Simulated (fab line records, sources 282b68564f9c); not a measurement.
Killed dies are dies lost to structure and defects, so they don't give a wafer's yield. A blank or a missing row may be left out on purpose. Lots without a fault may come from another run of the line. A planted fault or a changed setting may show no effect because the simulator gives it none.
One fault seen from 2 desks | flow rit_cmos | each desk has only its own numbers; what lay behind them comes last

THE METROLOGY DESK
What the gauges read, lot by lot, whatever tool the lot ran on: means of the sampled wafers that have a number. A lot is out of limits, marked OUT, if its mean lies more than 4 standard deviations from the usual mean; the brackets give that distance.
Columns: A = NWELL_RS at RIT_WELLDRIVE_RS_MEAS_01, usual 275.9 ohm/sq; B = PWELL_RS at RIT_WELLDRIVE_RS_MEAS_02, usual 429.8 ohm/sq
lot  | first seen here | A               | B
L303 | day 2 04:37     | 276.3           | 429.1
L305 | day 2 13:43     | 276.5           | 430.0
L307 | day 3 01:01     | 276.7           | 429.5
L308 | day 3 06:11     | 260.4 (-21) OUT | 411.6 (-14) OUT
L309 | day 3 11:40     | 276.1           | 431.7
L310 | day 3 14:37     | 259.5 (-22) OUT | 412.2 (-14) OUT
L311 | day 3 21:05     | 258.3 (-24) OUT | 410.8 (-15) OUT
L318 | day 5 07:06     | 276.3           | 430.9
L319 | day 5 12:28     | 275.6           | 430.8
L320 | day 5 19:01     | 276.7           | 430.1
L321 | day 5 22:25     | 276.4           | 428.5
L322 | day 6 02:44     | 275.6           | 429.0
L324 | day 6 13:01     | 276.3           | 431.3
L325 | day 6 19:22     | 276.5           | 431.2
L326 | day 6 23:15     | 274.8           | 430.3
This desk's finding: out of limits on L308, L310, L311; first on L308, day 3 06:11 (NWELL_RS at RIT_WELLDRIVE_RS_MEAS_01). In limits: L303, L305, L307, L309, L318, L319, L320, L321, L322, L324, L325, L326.

THE TOOL OWNER'S DESK: furnace-03
The tool's own readings at RIT_WELLDRIVE_ANNEAL_00 (time 14700 s): means of the sampled wafers that have a number, for each lot that ran on this tool. A lot is out of limits, marked OUT, if its mean lies more than 4 standard deviations from the usual mean; the brackets give that distance.
Columns: A = spike_tc_centre_C at RIT_WELLDRIVE_ANNEAL_00, usual 1102.7 C; B = spike_tc_load_C at RIT_WELLDRIVE_ANNEAL_00, usual 1126 C; C = spike_tc_source_C at RIT_WELLDRIVE_ANNEAL_00, usual 1128.5 C; D = tube_center_temp_C at RIT_WELLDRIVE_ANNEAL_00, usual 1100 C; E = tube_center_temp_C_max at RIT_WELLDRIVE_ANNEAL_00, usual 1102.8
lot  | first seen here | A                | B               | C                 | D                      | E
L307 | day 2 19:55     | 1103.1           | 1124            | 1124.9            | 1100                   | 1102.6
L308 | day 3 01:05     | 1119.0 (+14) OUT | 1141 (+4.1) OUT | 1140.6 (+5.3) OUT | 1115 (+99 or more) OUT | 1117.6 (+30) OUT
L310 | day 3 09:32     | 1118.6 (+13) OUT | 1141 (+4.1) OUT | 1141.9 (+5.8) OUT | 1115 (+99 or more) OUT | 1118.0 (+31) OUT
L311 | day 3 15:59     | 1118.7 (+13) OUT | 1139            | 1141.6 (+5.7) OUT | 1115 (+99 or more) OUT | 1117.6 (+30) OUT
L324 | day 6 07:56     | 1102.8           | 1127            | 1126.4            | 1100                   | 1102.4
L326 | day 6 18:08     | 1103.5           | 1125            | 1126.2            | 1100                   | 1102.7
This desk's finding: out of limits on L308, L310, L311; first on L308, day 3 01:05 (spike_tc_centre_C at RIT_WELLDRIVE_ANNEAL_00). In limits: L307, L324, L326.

PUT TOGETHER
The tool owner's desk could have raised an alarm at day 3 01:05, on L308, L310, L311.
The metrology desk could have raised an alarm at day 3 06:11, on L308, L310, L311.
Of the lots named, all ran RIT_WELLDRIVE_ANNEAL_00 on furnace-03.

WHAT THE SIMULATOR HAD PUT IN
Process parameter drift: furnace-03, from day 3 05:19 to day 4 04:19, at RIT_WELLDRIVE_ANNEAL_00. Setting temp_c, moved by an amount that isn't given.
Lots struck among those shown: L308, L310, L311.
